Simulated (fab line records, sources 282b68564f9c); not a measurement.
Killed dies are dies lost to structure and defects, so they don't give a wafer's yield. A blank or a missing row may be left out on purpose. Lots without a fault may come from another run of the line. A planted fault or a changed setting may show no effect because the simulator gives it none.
fab line records | flow rit_cmos | part 1 of 2: steps 1 to 32 of 48
record lots=5 wafers=15 last_day=6
route steps=202 shown PRETRO@70 GATE@75 FOX2@80 REOX@98 NLDD@103 PLDD@114
lots that met no fault: from a run of the same line without faults
start_h: hours from the record's first day to the start of the lot's first wafer shown | wait_h: hours since the lot's step before | " the same as in the row above | L1.1+2: a row that stands for several wafers | - no value, or no start given | * or withheld: withheld | < > ~ a bound
route shown NAME@n: a module of which the file shows steps, and the number in the route of the first | usual: mean/standard deviation of fault-free wafers | same: alike in all rows | chamber/n: place in a boat | sites: the reading at each site | _std_site: their standard deviation | _edge_site: outer sites' mean less inner sites' | radius_mm: how far each site lies from the wafer's centre | mask NAME#n: copy n | behind: the tool/chamber that last shaped the wafer | hold: why the lot was held/for how many hours/how that ended | device: the transistor (n, p or np) that didn't switch | end of line: the same wafers' tests at the end of the route | a step without rows: its recipe alone | killed: dies lost to structure and defects at the first sort, not the wafer's yield | map: a wafer's dies, x killed, . not, _ none there
set.NAME: the setting as run; set.NAME@STEP: as run at that earlier step | model.NAME: the simulator's own value behind a step, which no gauge read
lots at some steps of the route; a table a step, a row a wafer
services: from which hour (start_h, from the record's first day; less than 0 if before it) a tool's chamber was out of use, for how many hours, and why
## steps
# step RIT_PRETRO_OVL_MEAS_06
# usual PRETRO_OVL=1.1/1.1
# columns lot.wafer tool chamber start_h wait_h PRETRO_OVL[nm]
L074.1 overlay-02 - 32.20 - -0.1
L074.3 " - " " 1.0
L074.6 " - " " 1.0
L077.1 overlay-02 - 48.07 - 0.0
L077.3 " - " " -0.3
L077.4 " - " " 0.4
L079.1 overlay-02 - 56.72 - 0.5
L079.3 " - " " 1.2
L079.4 " - " " -0.2
L087.1 overlay-02 - 101.33 - 2.0
L087.3 " - " " 2.7
L087.6 " - " " 1.2
L091.2 overlay-01 - 117.58 - 1.0
L091.3 " - " " 1.3
L091.4 " - " " 0.8
# step RIT_PRETRO_HARDBAKE_07
# recipe resist=NOVOLAK temp_c=140 time_s=120
# columns lot.wafer tool chamber start_h wait_h
L074.1+3+6 litho_track-01 0 32.24 0.0
L077.1+3+4 litho_track-02 0 48.10 0.0
L079.1+3+4 litho_track-02 0 56.75 0.0
L087.1+3+6 litho_track-03 0 101.37 0.0
L091.2+3+4 litho_track-03 0 117.65 0.1
# step RIT_PRETRO_IMPLANT_08
# recipe species=B energy_kev=45 dose_cm2=1.2e+13 tilt_deg=7
# columns lot.wafer tool chamber start_h wait_h
L074.1+3+6 implanter-04 0 32.49 0.2
L077.1+3+4 implanter-04 0 48.35 0.2
L079.1+3+4 implanter-04 0 57.00 0.2
L087.1+3+6 implanter-01 0 101.62 0.2
L091.2+3+4 implanter-01 0 117.88 0.2
# step RIT_PRETRO_STRIP_09
# recipe chemistry=O2 time_s=180 resist=NOVOLAK platen_temp_c=withheld power_w=500 pressure_mtorr=4000 o2_flow_sccm=4000
# usual drypump_motor_current_A=5.6/0.51
# columns lot.wafer tool chamber start_h wait_h drypump_motor_current_A rf_hours_counter_h
L074.1 plasma_asher-03 0 32.64 0.1 5.3 38
L074.3 " 1 " " 5.5 -
L074.6 " 0 " " 5.4 -
L077.1 plasma_asher-04 0 48.50 0.1 5.4 38
L077.3 " 0 " " 5.4 -
L077.4 " 1 " " 6.6 -
L079.1 plasma_asher-04 0 57.15 0.1 5.4 40
L079.3 " 1 " " 6.7 -
L079.4 " 0 " " 5.4 -
L087.1 plasma_asher-04 1 101.77 0.1 6.6 45
L087.3 " 1 " " 6.7 -
L087.6 " 1 " " 6.6 -
L091.2 plasma_asher-03 0 118.01 0.1 5.3 0
L091.3 " 0 " " 5.3 -
L091.4 " 1 " " 5.5 -
# step RIT_PRETRO_TW_MEAS_10
# usual PRETRO_TW=474/4.1
# columns lot.wafer tool chamber start_h wait_h PRETRO_TW
L074.1 film_metro-01 - 32.81 0.1 475
L074.3 " - " " 476
L074.6 " - " " 475
L077.1 film_metro-02 - 48.68 0.1 472
L077.3 " - " " 473
L077.4 " - " " 468
L079.1 film_metro-02 - 57.33 0.1 473
L079.3 " - " " 473
L079.4 " - " " 474
L087.1 film_metro-01 - 101.94 0.1 479
L087.3 " - " " 481
L087.6 " - " " 482
L091.2 film_metro-03 - 118.19 0.1 466
L091.3 " - " " 467
L091.4 " - " " 466
# step RIT_GATE_WET_ETCH_00
# recipe chemistry=BOE target=SiO2 target_depth_nm=56 time_s=60 dry=n2_spin dilution=10:1 temp_c=21.5
# columns lot.wafer tool chamber start_h wait_h
L074.1+3+6 wet_bench-04 1 32.87 0.1
L077.1+3+4 wet_bench-01 2 48.74 0.1
L079.1+3+4 wet_bench-04 3 57.39 0.1
L087.1+3+6 wet_bench-01 2 102.00 0.1
L091.2+3+4 wet_bench-04 2 118.24 0.0
# step RIT_GATE_CLEAN_01
# recipe chemistry=SC1 mix=3:3:50 time_s=600 temp_c=75
# columns lot.wafer tool chamber start_h wait_h
L074.1+3+6 wet_bench-01 1 32.90 0.0
L077.1+3+4 wet_bench-02 2 48.76 0.0
L079.1+3+4 wet_bench-02 1 57.41 0.0
L087.1+3+6 wet_bench-01 1 102.03 0.0
L091.2+3+4 wet_bench-01 1 118.27 0.0
# step RIT_GATE_CLEAN_02
# recipe chemistry=dHF dilution=50:1 time_s=30
# columns lot.wafer tool chamber start_h wait_h
L074.1+3+6 wet_bench-02 1 33.07 0.0
L077.1+3+4 wet_bench-04 3 48.94 0.0
L079.1+3+4 wet_bench-01 3 57.59 0.0
L087.1+3+6 wet_bench-04 0 102.24 0.0
L091.2+3+4 wet_bench-02 3 118.44 0.0
# step RIT_GATE_CLEAN_03
# recipe chemistry=SC2 mix=3:3:50 time_s=600 temp_c=75 dry=n2_spin
# columns lot.wafer tool chamber start_h wait_h
L074.1+3+6 wet_bench-04 3 33.09 0.0
L077.1+3+4 wet_bench-01 1 48.96 0.0
L079.1+3+4 wet_bench-04 0 57.61 0.0
L087.1+3+6 wet_bench-02 1 102.26 0.0
L091.2+3+4 wet_bench-04 1 118.46 0.0
# step RIT_GATE_CLEAN_04
# recipe chemistry=dHF dilution=50:1 time_s=61.66 dry=n2_spin
# columns lot.wafer tool chamber start_h wait_h
L074.1+3+6 wet_bench-01 2 33.26 0.0
L077.1+3+4 wet_bench-02 2 49.15 0.0
L079.1+3+4 wet_bench-02 2 57.80 0.0
L087.1+3+6 wet_bench-01 3 102.43 0.0
L091.2+3+4 wet_bench-02 1 118.63 0.0
# step RIT_FOX2_THK_MEAS_91
# recipe reads=SiO2_of_FOX2_OXIDATION_00
# usual FIELD_OXIDE_LEFT_2_THK=254/6.5
# columns lot.wafer tool chamber start_h wait_h FIELD_OXIDE_LEFT_2_THK[nm]
L074.1 film_metro-04 - 33.29 0.0 247
L074.3 " - " " 246
L074.6 " - " " 243
L077.1 film_metro-03 - 49.17 0.0 261
L077.3 " - " " 272
L077.4 " - " " 262
L079.1 film_metro-01 - 57.82 0.0 255
L079.3 " - " " 256
L079.4 " - " " 251
L087.1 film_metro-01 - 102.46 0.0 263
L087.3 " - " " 261
L087.6 " - " " 267
L091.2 film_metro-01 - 118.67 0.0 247
L091.3 " - " " 256
L091.4 " - " " 252
# step RIT_GATE_OXIDATION_05
# recipe temp_c=900 ambient=O2 target_thk_a=30 ox_time_s=270
# usual spike_tc_load_C=925.8/2 zone_power_centre_pct=44.2/2.9
# columns lot.wafer tool chamber start_h wait_h spike_tc_load_C zone_power_centre_pct
L074.1 furnace-04 0 33.35 0.1 925.1 44.8
L074.3 " 0 " " 923.2 45.4
L074.6 " 0 " " 925.0 44.5
L077.1 furnace-03 0 50.74 1.6 923.9 38.9
L077.3 " 0 " " 924.8 39.9
L077.4 " 0 " " 925.5 39.4
L079.1 furnace-01 0 58.87 1.0 927.7 45.9
L079.3 " 0 " " 928.8 46.7
L079.4 " 0 " " 927.0 47.3
L087.1 furnace-04 0 102.52 0.1 925.0 44.8
L087.3 " 0 " " 924.8 44.4
L087.6 " 0 " " 925.4 45.0
L091.2 furnace-01 0 119.99 1.3 928.0 46.5
L091.3 " 0 " " 928.7 46.3
L091.4 " 0 " " 930.0 47.2
# step RIT_GATE_ANNEAL_06
# recipe temp_c=900 time_s=600 ambient=N2O
# usual spike_tc_load_C=925.8/1.9 zone_power_centre_pct=44/3
# columns lot.wafer tool chamber start_h wait_h spike_tc_load_C zone_power_centre_pct
L074.1 furnace-04 0 34.42 0.0 923.9 44
L074.3 " 0 " " 923.9 44
L074.6 " 0 " " 923.6 45
L077.1 furnace-01 0 55.36 3.5 927.6 47
L077.3 " 0 " " 928.1 47
L077.4 " 0 " " 929.8 47
L079.1 furnace-04 0 60.06 0.1 925.0 45
L079.3 " 0 " " 924.8 45
L079.4 " 0 " " 925.2 46
L087.1 furnace-03 0 103.59 0.0 925.0 39
L087.3 " 0 " " 925.2 40
L087.6 " 0 " " 924.1 40
L091.2 furnace-01 0 122.38 1.3 928.1 48
L091.3 " 0 " " 929.4 47
L091.4 " 0 " " 927.2 46
# step RIT_GATE_THK_MEAS_07
# recipe reads=SiO2_of_GATE_OXIDATION_05
# usual GATE_OXIDE_THK=2.99/0.059
# columns lot.wafer tool chamber start_h wait_h GATE_OXIDE_THK[nm]
L074.1 film_metro-03 - 34.67 0.0 3.02
L074.3 " - " " 2.98
L074.6 " - " " 2.98
L077.1 film_metro-03 - 55.61 0.0 3.03
L077.3 " - " " 2.96
L077.4 " - " " 3.03
L079.1 film_metro-01 - 60.31 0.0 2.94
L079.3 " - " " 2.93
L079.4 " - " " 2.99
L087.1 film_metro-03 - 103.84 0.0 3.02
L087.3 " - " " 3.01
L087.6 " - " " 3.07
L091.2 film_metro-03 - 122.64 0.0 2.97
L091.3 " - " " 2.89
L091.4 " - " " 3.02
# step RIT_GATE_CVD_08
# recipe material=poly-Si target_thk_nm=250 temp_c=610 precursor=SiH4 time_s=2220 pressure_mtorr=300 sih4_flow_sccm=100
# usual spike_tc_load_C=632.3/1.3 zone_power_centre_pct=28.0/1.2
# columns lot.wafer tool chamber start_h wait_h spike_tc_load_C zone_power_centre_pct
L074.1 lpcvd-01 0 34.73 0.1 632.9 29.9
L074.3 " 0 " " 631.3 29.7
L074.6 " 0 " " 633.8 29.1
L077.1 lpcvd-02 0 55.67 0.1 633.0 27.3
L077.3 " 0 " " 633.4 27.5
L077.4 " 0 " " 633.7 27.7
L079.1 lpcvd-02 0 61.65 1.3 632.3 27.4
L079.3 " 0 " " 634.1 27.1
L079.4 " 0 " " 633.3 27.3
L087.1 lpcvd-01 0 103.90 0.1 631.9 29.8
L087.3 " 0 " " 630.5 29.4
L087.6 " 0 " " 632.3 29.3
L091.2 lpcvd-02 1 122.69 0.0 631.8 27.0
L091.3 " 1 " " 632.0 27.5
L091.4 " 1 " " 631.8 27.1
# step RIT_GATE_THK_MEAS_09
# recipe reads=poly-Si_of_GATE_CVD_08
# usual GATE_POLY_THK=250.9/2
# columns lot.wafer tool chamber start_h wait_h GATE_POLY_THK[nm]
L074.1 film_metro-04 - 36.35 0.0 250.7
L074.3 " - " " 250.6
L074.6 " - " " 250.5
L077.1 film_metro-03 - 57.29 0.0 249.3
L077.3 " - " " 251.1
L077.4 " - " " 248.8
L079.1 film_metro-03 - 63.27 0.0 248.7
L079.3 " - " " 249.5
L079.4 " - " " 250.2
L087.1 film_metro-03 - 105.52 0.0 251.0
L087.3 " - " " 253.6
L087.6 " - " " 251.1
L091.2 film_metro-04 - 124.31 0.0 249.7
L091.3 " - " " 250.4
L091.4 " - " " 251.9
# step RIT_GATE_HMDS_10
# recipe prime_time_s=60 prime_temp_c=140
# same prime_time_s=60
# columns lot.wafer tool chamber start_h wait_h
L074.1+3+6 litho_track-01 0 36.56 0.2
L077.1+3+4 litho_track-01 0 57.35 0.1
L079.1+3+4 litho_track-04 0 63.33 0.1
L087.1+3+6 litho_track-04 0 105.58 0.1
L091.2+3+4 litho_track-04 0 124.39 0.1
# step RIT_GATE_COAT_11
# recipe resist=NOVOLAK spin_rpm=4250 resist_thk_nm=850
# usual spin_speed_rpm=4250/3
# columns lot.wafer tool chamber start_h wait_h spin_speed_rpm
L074.1 litho_track-01 0 36.71 0.1 4247
L074.3 " 0 " " 4246
L074.6 " 0 " " 4253
L077.1 litho_track-01 0 57.50 0.1 4252
L077.3 " 0 " " 4246
L077.4 " 0 " " 4252
L079.1 litho_track-04 0 63.48 0.1 4249
L079.3 " 0 " " 4251
L079.4 " 0 " " 4251
L087.1 litho_track-04 0 105.73 0.1 4250
L087.3 " 0 " " 4249
L087.6 " 0 " " 4250
L091.2 litho_track-04 0 124.54 0.1 4252
L091.3 " 0 " " 4254
L091.4 " 0 " " 4250
# step RIT_GATE_SOFTBAKE_12
# recipe resist=NOVOLAK temp_c=90 time_s=60
# columns lot.wafer tool chamber start_h wait_h
L074.1+3+6 litho_track-01 0 36.86 0.1
L077.1+3+4 litho_track-01 0 57.65 0.1
L079.1+3+4 litho_track-04 0 63.63 0.1
L087.1+3+6 litho_track-04 0 105.88 0.1
L091.2+3+4 litho_track-04 0 124.69 0.1
# step RIT_GATE_EXPOSE_13
# recipe mask_id=M6 na=0.6 source_shape=conventional sigma_outer=0.6 target_cd_nm=150 dose_mj=380
# columns lot.wafer tool chamber start_h wait_h mask
L074.1+3+6 iline_stepper-02 0 37.01 0.1 M6#0
L077.1+3+4 iline_stepper-01 0 57.92 0.2 M6#0
L079.1+3+4 iline_stepper-02 0 63.78 0.1 M6#0
L087.1+3+6 iline_stepper-01 0 106.16 0.2 M6#0
L091.2+3+4 iline_stepper-01 0 124.96 0.2 M6#0
# step RIT_GATE_PEB_14
# recipe resist=NOVOLAK temp_c=withheld time_s=withheld
# columns lot.wafer tool chamber start_h wait_h
L074.1+3+6 litho_track-04 0 37.13 0.1
L077.1+3+4 litho_track-02 0 58.04 0.1
L079.1+3+4 litho_track-02 0 64.15 0.4
L087.1+3+6 litho_track-04 0 106.27 0.1
L091.2+3+4 litho_track-04 0 125.08 0.1
# step RIT_GATE_DEVELOP_15
# recipe resist=NOVOLAK develop_time_s=50 dev_temp_c=23
# columns lot.wafer tool chamber start_h wait_h
L074.1+3+6 litho_track-04 0 - -
L077.1+3+4 litho_track-02 0 - -
L079.1+3+4 litho_track-02 0 - -
L087.1+3+6 litho_track-04 0 - -
L091.2+3+4 litho_track-04 0 - -
# step RIT_GATE_CD_MEAS_16
# recipe target_cd_nm=150
# usual cd_nm=150.4/2.5
# columns lot.wafer tool chamber start_h wait_h cd_nm
L074.1 cd_sem-01 - 37.41 - 151.6
L074.3 " - " " 150.7
L074.6 " - " " 153.4
L077.1 cd_sem-01 - 58.32 - 156.7
L077.3 " - " " 154.2
L077.4 " - " " 151.4
L079.1 cd_sem-01 - 64.44 - 152.5
L079.3 " - " " 151.9
L079.4 " - " " 150.0
L087.1 cd_sem-01 - 106.56 - 148.2
L087.3 " - " " 143.8
L087.6 " - " " 146.9
L091.2 cd_sem-01 - 125.36 - 146.7
L091.3 " - " " 149.1
L091.4 " - " " 147.4
# step RIT_GATE_OVL_MEAS_17
# usual GATE_OVL=0.8/1.6
# columns lot.wafer tool chamber start_h wait_h GATE_OVL[nm]
L074.1 overlay-01 - 37.53 0.1 0.6
L074.3 " - " " 2.8
L074.6 " - " " 1.2
L077.1 overlay-01 - 58.44 0.1 3.1
L077.3 " - " " 0.9
L077.4 " - " " 1.1
L079.1 overlay-02 - 64.56 0.1 0.1
L079.3 " - " " 2.6
L079.4 " - " " 0.1
L087.1 overlay-01 - 106.68 0.1 1.2
L087.3 " - " " 0.5
L087.6 " - " " 0.3
L091.2 overlay-02 - 125.46 0.1 -0.6
L091.3 " - " " -2.5
L091.4 " - " " -3.5
# step RIT_GATE_HARDBAKE_18
# recipe resist=NOVOLAK temp_c=140 time_s=60
# columns lot.wafer tool chamber start_h wait_h
L074.1+3+6 litho_track-02 0 37.79 0.3
L077.1+3+4 litho_track-01 0 58.48 0.0
L079.1+3+4 litho_track-04 0 64.71 0.2
L087.1+3+6 litho_track-01 0 106.73 0.0
L091.2+3+4 litho_track-01 0 125.52 0.0
# step RIT_GATE_ETCH_19
# recipe chemistry=SF6/CHF3/O2 time_s=165 SF6_flow_sccm=30 CHF3_flow_sccm=30 O2_flow_sccm=5 target=poly-Si pressure_mtorr=40 rf_w=160 target_depth_a=3125 over_etch_frac=0.25 stop_on=SiO2
# usual drypump_motor_current_A=5.7/0.37 oes_product_au=0.847/0.0086 throttle_valve_pct=10.26/0.12
# columns lot.wafer tool chamber start_h wait_h drypump_motor_current_A oes_product_au rf_hours_counter_h throttle_valve_pct
L074.1 rie_si-01 3 37.94 0.1 6.1 0.853 1 10.33
L074.3 " 0 " " 5.9 0.842 46 10.31
L074.6 " 2 " " 5.9 0.855 - 10.05
L077.1 rie_si-02 2 58.63 0.1 6.1 0.836 1 10.11
L077.3 " 0 " " 5.2 0.848 17 10.48
L077.4 " 3 " " 5.5 0.840 - 10.27
L079.1 rie_si-02 2 64.86 0.1 6.1 0.834 1 10.12
L079.3 " 3 " " 5.5 0.844 2 10.25
L079.4 " 3 " " 5.5 0.852 - 10.25
L087.1 rie_si-02 2 106.88 0.1 6.1 0.850 1 10.12
L087.3 " 3 " " 5.5 0.862 3 10.24
L087.6 " 3 " " 5.5 0.850 - 10.25
L091.2 rie_si-02 0 125.64 0.1 5.2 0.838 18 10.50
L091.3 " 2 " " 6.1 0.839 2 10.12
L091.4 " 3 " " 5.5 0.846 3 10.25
# step RIT_GATE_STRIP_20
# recipe chemistry=O2 time_s=180 resist=NOVOLAK platen_temp_c=withheld power_w=500 pressure_mtorr=4000 o2_flow_sccm=4000
# usual drypump_motor_current_A=5.5/0.56
# columns lot.wafer tool chamber start_h wait_h drypump_motor_current_A rf_hours_counter_h
L074.1 plasma_asher-01 0 38.05 0.1 4.9 25
L074.3 " 1 " " 6.4 -
L074.6 " 0 " " 4.9 -
L077.1 plasma_asher-02 0 58.73 0.1 5.4 43
L077.3 " 0 " " 5.4 -
L077.4 " 1 " " 5.1 -
L079.1 plasma_asher-02 0 64.97 0.1 5.4 44
L079.3 " 1 " " 5.1 -
L079.4 " 0 " " 5.4 -
L087.1 plasma_asher-03 0 106.98 0.1 5.3 46
L087.3 " 1 " " 5.5 -
L087.6 " 0 " " 5.3 -
L091.2 plasma_asher-02 0 125.75 0.1 5.4 49
L091.3 " 1 " " 5.1 -
L091.4 " 0 " " 5.4 -
# step RIT_GATE_CD_MEAS_90
# recipe target_cd_nm=150
# usual cd_nm=150.4/2.5
# columns lot.wafer tool chamber start_h wait_h cd_nm
L074.1 cd_sem-01 - 38.22 0.1 151.5
L074.3 " - " " 150.5
L074.6 " - " " 153.2
L077.1 cd_sem-02 - 58.91 0.1 156.2
L077.3 " - " " 154.6
L077.4 " - " " 151.4
L079.1 cd_sem-01 - 65.15 0.1 151.8
L079.3 " - " " 151.7
L079.4 " - " " 149.8
L087.1 cd_sem-02 - 107.16 0.1 148.3
L087.3 " - " " 144.0
L087.6 " - " " 147.5
L091.2 cd_sem-01 - 125.95 0.1 146.8
L091.3 " - " " 149.2
L091.4 " - " " 147.7
# step RIT_REOX_CLEAN_00
# recipe chemistry=SC1 mix=3:3:50 time_s=600 temp_c=74.27
# columns lot.wafer tool chamber start_h wait_h
L074.1+3+6 wet_bench-03 3 38.34 0.1
L077.1+3+4 wet_bench-02 2 59.03 0.1
L079.1+3+4 wet_bench-01 1 65.27 0.1
L087.1+3+6 wet_bench-03 1 107.28 0.1
L091.2+3+4 wet_bench-01 3 126.05 0.1
# step RIT_REOX_CLEAN_01
# recipe chemistry=dHF dilution=50:1 time_s=30
# columns lot.wafer tool chamber start_h wait_h
L074.1+3+6 wet_bench-01 0 38.52 0.0
L077.1+3+4 wet_bench-03 3 59.20 0.0
L079.1+3+4 wet_bench-01 0 65.46 0.0
L087.1+3+6 wet_bench-01 3 107.45 0.0
L091.2+3+4 wet_bench-02 2 126.40 0.0
# step RIT_REOX_CLEAN_02
# recipe chemistry=SC2 mix=3:3:50 time_s=600 temp_c=75 dry=n2_spin
# columns lot.wafer tool chamber start_h wait_h
L074.1+3+6 wet_bench-02 1 38.53 0.0
L077.1+3+4 wet_bench-01 0 59.22 0.0
L079.1+3+4 wet_bench-01 2 65.48 0.0
L087.1+3+6 wet_bench-02 0 107.47 0.0
L091.2+3+4 wet_bench-01 2 126.41 0.0
# step RIT_REOX_OXIDATION_03
# recipe temp_c=900 ambient=O2 target_thk_a=252 ox_time_s=5580
# usual spike_tc_load_C=924.8/1.6 zone_power_centre_pct=42.1/2.9
# columns lot.wafer tool chamber start_h wait_h spike_tc_load_C zone_power_centre_pct
L074.1 furnace-03 0 38.71 0.0 925.0 39.5
L074.3 " 0 " " 925.1 38.7
L074.6 " 0 " " 925.1 39.5
L077.1 furnace-01 0 59.94 0.5 928.1 47.7
L077.3 " 0 " " 927.3 46.3
L077.4 " 0 " " 930.1 46.6
L079.1 furnace-03 0 67.05 1.4 925.5 39.5
L079.3 " 0 " " 925.2 39.2
L079.4 " 0 " " 925.5 39.4
L087.1 furnace-03 0 107.71 0.1 924.7 39.2
L087.3 " 0 " " 925.6 39.6
L087.6 " 0 " " 925.0 39.2
L091.2 furnace-01 0 127.05 0.3 928.1 45.7
L091.3 " 0 " " 929.2 46.0
L091.4 " 0 " " 928.7 46.2
